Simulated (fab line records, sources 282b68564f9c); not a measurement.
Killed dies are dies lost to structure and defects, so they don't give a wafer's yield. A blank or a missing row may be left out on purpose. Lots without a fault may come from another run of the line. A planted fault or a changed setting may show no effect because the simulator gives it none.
fab line records | flow rit_cmos
record lots=14 wafers=42 last_day=7
route steps=202 shown NSD@139
lots that met no fault: from a run of the same line without faults
start_h: hours from the record's first day to the start of the lot's first wafer shown | wait_h: hours since the lot's step before | " the same as in the row above | L1.1+2: a row that stands for several wafers | - no value, or no start given | * or withheld: withheld | < > ~ a bound
route shown NAME@n: a module of which the file shows steps, and the number in the route of the first | usual: mean/standard deviation of fault-free wafers | same: alike in all rows | chamber/n: place in a boat | sites: the reading at each site | _std_site: their standard deviation | _edge_site: outer sites' mean less inner sites' | radius_mm: how far each site lies from the wafer's centre | mask NAME#n: copy n | behind: the tool/chamber that last shaped the wafer | hold: why the lot was held/for how many hours/how that ended | device: the transistor (n, p or np) that didn't switch | end of line: the same wafers' tests at the end of the route | a step without rows: its recipe alone | killed: dies lost to structure and defects at the first sort, not the wafer's yield | map: a wafer's dies, x killed, . not, _ none there
set.NAME: the setting as run; set.NAME@STEP: as run at that earlier step | model.NAME: the simulator's own value behind a step, which no gauge read
steps of the route over a sample of lots; a table a step, a row a wafer
services: from which hour (start_h, from the record's first day; less than 0 if before it) a tool's chamber was out of use, for how many hours, and why
## steps
# step RIT_NSD_IMPLANT_08
# recipe species=P energy_kev=25 dose_cm2=1e+15 tilt_deg=7
# usual dose_ions_cm2=9.998e+14/1.2e+12 faraday_current_uA=3132/60
# same implant_ion_amu=31
# columns lot.wafer tool chamber start_h wait_h dose_ions_cm2 faraday_current_uA
L892.1 implanter-01 0 51.47 0.1 9.987e+14 3111
L892.2 " 0 " " 9.989e+14 3116
L892.4 " 0 " " 9.994e+14 3100
L893.3 implanter-01 0 58.45 0.1 1.0009e+15 3226
L893.5 " 0 " " 9.999e+14 3090
L893.6 " 0 " " 9.995e+14 3012
L894.3 implanter-03 0 62.78 0.1 9.991e+14 3037
L894.4 " 0 " " 1.0006e+15 3218
L894.6 " 0 " " 9.996e+14 3070
L895.1 implanter-02 0 69.43 0.1 1.0001e+15 3204
L895.2 " 0 " " 1.0004e+15 3185
L895.3 " 0 " " 1.0012e+15 3160
L896.3 implanter-01 0 74.02 0.1 9.983e+14 3141
L896.4 " 0 " " 9.995e+14 3188
L896.5 " 0 " " 9.998e+14 3115
L897.4 implanter-02 0 78.38 0.1 9.994e+14 3126
L897.5 " 0 " " 9.992e+14 3175
L897.6 " 0 " " 1.0005e+15 3090
L898.1 implanter-01 0 82.46 0.1 1.0002e+15 3204
L898.3 " 0 " " 9.984e+14 3080
L898.6 " 0 " " 9.986e+14 3154
L903.1 implanter-02 0 116.61 0.1 1.0008e+15 3128
L903.2 " 0 " " 9.995e+14 3198
L903.6 " 0 " " 1.0011e+15 3102
L906.2 implanter-03 0 127.13 0.1 1.0002e+15 3060
L906.3 " 0 " " 9.996e+14 3049
L906.6 " 0 " " 9.992e+14 3044
L907.1 implanter-02 0 130.89 0.1 1.0001e+15 3190
L907.2 " 0 " " 1e+15 3103
L907.5 " 0 " " 1.0003e+15 3077
L911.3 implanter-02 0 147.30 0.1 7.017e+14 2110
L911.5 " 0 " " 7.017e+14 2186
L911.6 " 0 " " 6.996e+14 2201
L912.1 implanter-03 0 151.63 0.1 1.0008e+15 3038
L912.3 " 0 " " 1.0022e+15 3149
L912.5 " 0 " " 1.0001e+15 3136
L913.2 implanter-02 0 158.99 0.1 6.998e+14 2184
L913.4 " 0 " " 6.995e+14 2132
L913.6 " 0 " " 6.993e+14 2239
L914.2 implanter-01 0 165.88 0.1 1e+15 3207
L914.4 " 0 " " 9.982e+14 3128
L914.5 " 0 " " 1.0001e+15 3142
# step RIT_NSD_TW_MEAS_10
# usual NSD_TW=3101/46
# columns lot.wafer tool chamber start_h wait_h NSD_TW
L892.1 film_metro-02 - 51.79 0.1 3073
L892.2 " - " " 3086
L892.4 " - " " 3075
L893.3 film_metro-01 - 58.74 0.1 3031
L893.5 " - " " 3029
L893.6 " - " " 3023
L894.3 film_metro-04 - 63.08 0.1 3117
L894.4 " - " " 3123
L894.6 " - " " 3139
L895.1 film_metro-04 - 69.76 0.1 3140
L895.2 " - " " 3137
L895.3 " - " " 3153
L896.3 film_metro-02 - 74.32 0.1 3076
L896.4 " - " " 3069
L896.5 " - " " 3055
L897.4 film_metro-04 - 78.66 0.1 3189
L897.5 " - " " 3156
L897.6 " - " " 3167
L898.1 film_metro-04 - 82.78 0.1 3137
L898.3 " - " " 3151
L898.6 " - " " 3147
L903.1 film_metro-04 - 117.02 0.1 3150
L903.2 " - " " 3158
L903.6 " - " " 3141
L906.2 film_metro-01 - 127.44 0.1 3020
L906.3 " - " " 3026
L906.6 " - " " 3038
L907.1 film_metro-02 - 131.22 0.1 3115
L907.2 " - " " 3104
L907.5 " - " " 3103
L911.3 film_metro-01 - 147.59 0.1 2806
L911.5 " - " " 2797
L911.6 " - " " 2811
L912.1 film_metro-01 - 151.95 0.1 3028
L912.3 " - " " 3030
L912.5 " - " " 3017
L913.2 film_metro-02 - 159.30 0.1 2849
L913.4 " - " " 2853
L913.6 " - " " 2854
L914.2 film_metro-04 - 166.19 0.1 3175
L914.4 " - " " 3157
L914.5 " - " " 3162
# step RIT_SDANNEAL_RS_MEAS_05
# recipe thk_meas_gauge=four-point-probe
# usual NSD_RS=84.5/0.32
# columns lot.wafer tool chamber start_h wait_h NSD_RS[ohm/sq]
L892.1 film_metro-04 - 53.99 0.1 84.4
L892.2 " - " " 84.3
L892.4 " - " " 84.4
L893.3 film_metro-04 - 60.81 0.1 84.2
L893.5 " - " " 84.4
L893.6 " - " " 84.5
L894.3 film_metro-04 - 65.28 0.1 84.3
L894.4 " - " " 84.0
L894.6 " - " " 84.3
L895.1 film_metro-04 - 71.94 0.1 84.5
L895.2 " - " " 84.5
L895.3 " - " " 84.7
L896.3 film_metro-01 - 76.49 0.1 84.8
L896.4 " - " " 84.8
L896.5 " - " " 84.7
L897.4 film_metro-04 - 80.84 0.1 84.1
L897.5 " - " " 84.0
L897.6 " - " " 84.2
L898.1 film_metro-01 - 84.82 0.1 85.1
L898.3 " - " " 85.3
L898.6 " - " " 85.3
L903.1 film_metro-04 - 119.17 0.1 83.9
L903.2 " - " " 83.7
L903.6 " - " " 84.5
L906.2 film_metro-01 - 129.63 0.1 84.2
L906.3 " - " " 84.5
L906.6 " - " " 84.4
L907.1 film_metro-04 - 133.42 0.1 84.0
L907.2 " - " " 84.3
L907.5 " - " " 84.0
L911.3 film_metro-02 - 149.64 0.1 113.1
L911.5 " - " " 112.9
L911.6 " - " " 112.5
L912.1 film_metro-04 - 154.11 0.1 84.9
L912.3 " - " " 84.8
L912.5 " - " " 84.8
L913.2 film_metro-01 - 161.56 0.1 113.6
L913.4 " - " " 113.1
L913.6 " - " " 112.9
L914.2 film_metro-01 - 168.38 0.1 84.4
L914.4 " - " " 84.3
L914.5 " - " " 84.2
## services
# columns tool chamber start_h hours kind
implanter-02 - 30.09 2.3 repair
implanter-03 - 32.62 2.5 repair
implanter-02 - 43.46 4.7 pm
implanter-03 - 116.40 1.4 repair
implanter-02 - 119.19 3.6 repair
implanter-03 - 137.17 4.1 pm
## key
first_sign step=RIT_NSD_IMPLANT_08 reading=dose_ions_cm2 direction=down sigmas=99+ usual=9.998e+14 struck=7.003e+14
effect step=RIT_NSD_IMPLANT_08 reading=faraday_current_uA direction=down sigmas=16 usual=3132 struck=2175
effect step=RIT_NSD_TW_MEAS_10 reading=NSD_TW direction=down sigmas=6 usual=3101 struck=2828
effect step=RIT_SDANNEAL_RS_MEAS_05 reading=NSD_RS direction=up sigmas=90 usual=84.5 struck=113.0
met_at RIT_NSD_IMPLANT_08
struck_lots L911,L913
tester_left_out L911,L913
onset_between 130.89 147.30
fault kind=process_parameter_drift tool=implanter-02 chamber=- onset_h=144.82 steps=RIT_NSD_IMPLANT_08 channel=dose_cm2 offset=-3e+14 shape=step end_h=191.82 acts_in=these_recipes_only stated=1e+15
# tester_left_out: of these lots the tester's yield and bins aren't shown, on N5 and GAA mostly nor the transistor test; their killed dies are dies lost to structure and defects alone, not to doping, threshold or leakage, so they don't give the yield
